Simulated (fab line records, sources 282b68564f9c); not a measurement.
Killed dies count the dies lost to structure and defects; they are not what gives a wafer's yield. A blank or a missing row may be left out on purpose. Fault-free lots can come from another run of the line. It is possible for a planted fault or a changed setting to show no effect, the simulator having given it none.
The tool behind it: which one? + flow ritCmos + 7 lots with 21 wafers sampled at 2 steps, on a route of 202 steps

## WHAT EACH GAUGE READ, for each wafer
RIT_ACTIVE_THK_MEAS_02.
| lot  | measured    | on           | ACTIVE_OXIDE_THK (nm) |
|------|-------------|--------------|-----------------------|
| L501 | day 1 22:41 | filmMetro-02 | 47.8 47.6 48.0        |
| L504 | day 2 13:03 | filmMetro-02 | 46.3 46.2 45.5        |
| L511 | day 4 01:02 | filmMetro-02 | 51.8 50.7 51.6        |
| L515 | day 4 20:14 | filmMetro-01 | 47.8 47.4 47.4        |
| L517 | day 5 06:07 | filmMetro-03 | 47.4 46.4 46.6        |
| L520 | day 5 21:56 | filmMetro-01 | 47.2 46.8 46.5        |
| L522 | day 6 07:50 | filmMetro-03 | 46.0 46.3 45.9        |

## WHAT TOOL EACH LOT RAN ON (gives the tool, then ch and the chambers of the sampled wafers, and finally the start)
| lot  | RIT_ACTIVE_OXIDATION_01      |
|------|------------------------------|
| L501 | furnace-01 ch 0, day 1 20:45 |
| L504 | furnace-04 ch 0, day 2 11:07 |
| L511 | furnace-04 ch 0, day 3 23:06 |
| L515 | furnace-01 ch 0, day 4 18:17 |
| L517 | furnace-01 ch 0, day 5 04:10 |
| L520 | furnace-01 ch 0, day 5 20:00 |
| L522 | furnace-03 ch 0, day 6 05:53 |
- RIT_ACTIVE_OXIDATION_01: target thk 46.8 nm, ox time 3360 s.

## THE ANSWER, worked out from the rows above alone
Rule: the lots themselves supply what counts as usual. The widest of any qualifying gaps counts: lots, ordered by their means at a reading, are off when they make up no more than a third of the lots, leave a main group of 4 or more, and stand apart from it by 3 or more times the standard deviation of that group's means. The tables above print the reading to a certain number of digits; a main group whose means all agree to those digits is not used. A lot without any number at a reading at which 4 lots or more have one is off too. Any other lot the step has rows for is counted as sound.
Off: at RIT_ACTIVE_THK_MEAS_02 (ACTIVE_OXIDE_THK), L511. The main group has a mean of 46.8 nm with a standard deviation of 0.67.
A tool fits if, at a process step before that reading, it ran every lot that is off, and no sound lot after the first of them. The gauges at RIT_ACTIVE_THK_MEAS_02 are tried like those tools. Undecided on this evidence; 2 tools fit (furnace-04 at RIT_ACTIVE_OXIDATION_01, filmMetro-02 at RIT_ACTIVE_THK_MEAS_02).

## WHAT THE SIMULATOR HAD PUT IN
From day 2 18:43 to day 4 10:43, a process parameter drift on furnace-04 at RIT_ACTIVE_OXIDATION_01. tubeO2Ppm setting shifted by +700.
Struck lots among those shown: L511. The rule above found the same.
